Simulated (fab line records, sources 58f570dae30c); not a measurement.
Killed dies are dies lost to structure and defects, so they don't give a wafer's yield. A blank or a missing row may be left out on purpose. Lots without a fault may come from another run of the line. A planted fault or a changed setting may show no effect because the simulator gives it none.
Which tool did it? | flow berkeley_cmos170 | 14 lots, 42 wafers sampled, at 5 steps of a route of 331

WHAT THE GAUGES READ, wafer by wafer
UCB170_NWELL_TW_MEAS_16. Usual: NWELL_TW 1249, standard deviation 7.2.
lot  | measured    | on            | NWELL_TW                      | flag
L611 | day 2 12:43 | film_metro-01 | 1246 1250 1247                |
L612 | day 2 14:21 | film_metro-04 | 1262 1252 1259                |
L613 | day 2 17:43 | film_metro-01 | 1555 1560 1551 1549 1559 1552 | OFF
L614 | day 2 22:41 | film_metro-01 | 1241 1239 1241                |
L615 | day 3 03:46 | film_metro-04 | 1259 1258 1258                |
L617 | day 3 12:55 | film_metro-03 | 1566 1568 1554 1554 1560 1552 | OFF
L618 | day 3 19:39 | film_metro-01 | 1232 1238 1242                |
L621 | day 4 14:38 | film_metro-03 | 1242 1245 1237                |
L625 | day 5 09:04 | film_metro-01 | 1242 1242 1244                |
L626 | day 5 17:47 | film_metro-03 | 1248 1248 1245                |
L627 | day 5 17:54 | film_metro-01 | 1251 1247 1244                |
L630 | day 6 11:44 | film_metro-03 | 1253 1245 1257                |
L632 | day 6 20:59 | film_metro-04 | 1258 1259 1255                |
L634 | day 7 02:06 | film_metro-01 | 1242 1247 1249                |

UCB170_ACTIVE_CD_MEAS_90: target cd 1200 nm. Usual: cd_nm 1200.0 nm, standard deviation 1.2.
lot  | measured    | on        | cd_nm (nm)           | flag
L611 | day 4 06:11 | cd_sem-02 | 1200.3 1201.8 1200.3 |
L612 | day 4 14:20 | cd_sem-02 | 1199.5 1198.7 1199.6 |
L613 | day 4 14:15 | cd_sem-01 | 1198.7 1199.2 1199.1 |
L614 | day 4 18:30 | cd_sem-01 | 1199.7 1198.9 1197.9 |
L615 | day 4 23:15 | cd_sem-01 | 1199.4 1199.0 1198.8 |
L617 | day 5 12:14 | cd_sem-01 | 1198.9 1198.9 1200.6 |
L618 | day 5 17:45 | cd_sem-02 | 1199.1 1200.1 1199.9 |
L621 | day 6 13:26 | cd_sem-02 | 1201.9 1201.7 1202.1 |
L625 | day 7 11:23 | cd_sem-02 | 1200.8 1200.2 1201.1 |
L626 | day 7 23:19 | cd_sem-02 | 1201.2 1200.0 1200.1 |
L627 | day 7 11:34 | cd_sem-02 | 1198.5 1199.2 1199.5 |
L630 | day 8 05:23 | cd_sem-02 | 1198.4 1200.2 1199.0 |
L632 | day 8 16:36 | cd_sem-02 | 1198.8 1199.6 1197.7 |
L634 | day 8 23:11 | cd_sem-01 | 1200.7 1200.2 1199.5 |

UCB170_FIELD_THK_MEAS_90. Usual: FIELD_OXIDE_LEFT_1_THK 439 nm, standard deviation 8.5.
lot  | measured    | on            | FIELD_OXIDE_LEFT_1_THK (nm) | flag
L611 | day 4 22:25 | film_metro-01 | 437 439 437                 |
L612 | day 5 06:57 | film_metro-02 | 430 443 437                 |
L613 | day 5 06:58 | film_metro-04 | 426 432 438                 |
L614 | day 5 12:26 | film_metro-02 | 431 438 431                 |
L615 | day 5 19:07 | film_metro-01 | 437 437 432                 |
L617 | day 6 05:37 | film_metro-02 | 433 437 434                 |
L618 | day 6 05:37 | film_metro-01 | 444 443 442                 |
L621 | day 7 03:59 | film_metro-04 | 449 452 449                 |
L625 | day 8 03:26 | film_metro-02 | 429 428 434                 |
L626 | day 8 19:56 | film_metro-04 | 449 444 445                 |
L627 | day 8 03:26 | film_metro-01 | 431 443 439                 |
L630 | day 8 21:50 | film_metro-02 | 451 439 440                 |
L632 | day 9 05:31 | film_metro-01 | 441 430 428                 |
L634 | day 9 11:53 | film_metro-01 | 433 441 438                 |

UCB170_NVT_TW_MEAS_09. Usual: NVT_TW 525, standard deviation 3.2.
lot  | measured     | on            | NVT_TW      | flag
L611 | day 5 18:05  | film_metro-01 | 522 523 522 |
L612 | day 6 01:19  | film_metro-04 | 532 531 533 |
L613 | day 6 01:28  | film_metro-01 | 526 526 523 |
L614 | day 6 03:49  | film_metro-03 | 526 526 523 |
L615 | day 6 10:38  | film_metro-03 | 522 523 526 |
L617 | day 6 17:37  | film_metro-01 | 527 525 524 |
L618 | day 6 17:49  | film_metro-03 | 522 525 523 |
L621 | day 7 18:59  | film_metro-04 | 528 530 528 |
L625 | day 8 16:11  | film_metro-03 | 527 524 529 |
L626 | day 9 06:25  | film_metro-03 | 522 521 522 |
L627 | day 8 15:49  | film_metro-03 | 527 525 527 |
L630 | day 9 07:34  | film_metro-01 | 525 520 525 |
L632 | day 9 16:11  | film_metro-04 | 535 533 530 |
L634 | day 10 00:21 | film_metro-03 | 525 524 524 |

WHICH TOOL RAN EACH LOT (tool, then ch and the chambers of the sampled wafers, then the start)
lot  | UCB170_NWELL_IMPLANT_14
L611 | implanter-02 ch 0, day 2 12:30
L612 | implanter-02 ch 0, day 2 14:06
L613 | implanter-03 ch 0, day 2 17:10
L614 | implanter-01 ch 0, day 2 22:26
L615 | implanter-03 ch 0, day 3 03:31
L617 | implanter-02 ch 0, day 3 12:22
L618 | implanter-02 ch 0, day 3 19:25
L621 | implanter-03 ch 0, day 4 14:23
L625 | implanter-03 ch 0, day 5 08:49
L626 | implanter-03 ch 0, day 5 17:34
L627 | implanter-02 ch 0, day 5 17:40
L630 | implanter-03 ch 0, day 6 11:29
L632 | implanter-03 ch 0, day 6 20:46
L634 | implanter-02 ch 0, day 7 01:51
- UCB170_NWELL_IMPLANT_14

WHAT THE TOOLS THEMSELVES READ (means of the sampled wafers that have a number; where no wafer has one, the mark that the record gives instead)
The record holds no such reading with a usual standard deviation.

THE ANSWER, worked out from the rows above alone
Rule: a lot is off if the mean of its wafers that have a number lies more than 3 standard deviations from the usual mean. A lot without any number at a reading at which 4 lots or more have one is off too. The other lots that the step has rows for count as sound. The gauges are gone through in route order, then the tools' own readings, and for those a lot's mean is taken as printed above. The first step at which some lot is off is used, and at that step the reading that is off furthest; a lot without a number counts as furthest.
Off: L613, L617, at UCB170_NWELL_TW_MEAS_16 (NWELL_TW).
A tool fits if, at a process step before that reading, it ran every lot that is off, and no sound lot after the first of them. The gauges at UCB170_NWELL_TW_MEAS_16 are tried like those tools. None of those tried fits.

WHAT THE SIMULATOR HAD PUT IN
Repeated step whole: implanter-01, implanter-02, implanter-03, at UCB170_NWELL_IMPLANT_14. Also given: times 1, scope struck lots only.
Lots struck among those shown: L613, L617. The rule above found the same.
